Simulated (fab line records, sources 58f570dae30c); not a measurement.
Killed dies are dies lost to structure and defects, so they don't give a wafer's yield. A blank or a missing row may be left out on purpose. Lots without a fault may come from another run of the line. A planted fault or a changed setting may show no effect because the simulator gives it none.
Problem report in the 8D (eight disciplines) form, filled by code | flow berkeley_cmos170 | the parts of the form that need people (team, actions taken, sign-off) are left out

1. THE PROBLEM
spin_speed_rpm at UCB170_M2_COAT_10 reads a mean of 1544.1 rpm on 6 wafers of 2 lots; wafers without a fault read 1500.0 rpm with a standard deviation of 0.96. That is +46 standard deviations from the usual mean.
The step: resist thk 900 nm.
First seen on wafer L144.3, day 11 11:00, on litho_track-04. The record holds 18 wafers of 6 lots with a number at this step. Rule for "out", or "out of limits": more than 4 standard deviations from the usual mean. The other wafers with a number count as sound.

2. WHAT IT IS AND WHAT IT IS NOT
question                    | is                     | is not
which readings at this step | spin_speed_rpm         | -
which lots                  | L144, L148             | L137, L140, L153, L155
which wafers of those lots  | all that have a number | -
read on which tools         | litho_track-04         | litho_track-02
when                        | from day 11 11:00      | up to then (6 sound wafers); but 6 sound wafers of L153, L155 came after

3. SUSPECTS, AND WHAT RULES EACH OUT
Counting: a tool at a process step up to the reading stays a suspect if it ran every lot that is out and no sound lot after the first of them.
- pvd_sputter-02 at UCB170_M2_SPUTTER_01 (material Al, target thk 900 nm, time 120 s): ruled out as a lasting fault. Sound lots L153, L155 ran on it after its first lot that is out, L144 (day 11 10:11).
- plasma_asher-04 at UCB170_M2_STRIP_07 (strips in O2): kept. It ran every lot that is out, first L144 (day 11 10:56), and no sound lot after that; its last sound lot up to then is L140 (day 9 18:45).
- litho_track-04 at UCB170_M2_COAT_10 (resist thk 900 nm): kept. It ran every lot that is out, first L144 (day 11 11:00), and no sound lot after that; its last sound lot up to then is L137 (day 10 00:00). Its own readings are out on those wafers: spin_speed_rpm.
Left after counting: plasma_asher-04 at UCB170_M2_STRIP_07, litho_track-04 at UCB170_M2_COAT_10.

4. THE CAUSE (what the simulator had put in)
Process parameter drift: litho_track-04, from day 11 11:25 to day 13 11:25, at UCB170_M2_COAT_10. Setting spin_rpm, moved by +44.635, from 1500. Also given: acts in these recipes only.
Counting left 2 suspects, and this tool is among them.

5. THE CHAIN OF EFFECTS, in route order
Each row: a reading whose mean over the struck wafers that have a number lies more than 3 standard deviations from the usual. Only readings for which the record gives a usual standard deviation are gone through. hours: the time from each lot's start at the first step in this table that gives one to its start at this step, as a median over the lots. sigmas: the change in usual standard deviations.
hours | step              | reading        | usual      | on struck wafers | change | sigmas
0     | UCB170_M2_COAT_10 | spin_speed_rpm | 1500.0 rpm | 1544.1           | +44.1  | +46
The process steps in it:
- UCB170_M2_COAT_10: resist thk 900 nm.
Later measuring or inspecting steps at which every struck wafer that the step has a row for has a number for every such reading, and none has moved that far: UCB170_M2_CD_MEAS_15, UCB170_M2_OVL_MEAS_16.

6. WHAT WOULD HAVE CAUGHT IT SOONER
In this record the first reading out of limits was taken at day 11 11:00.
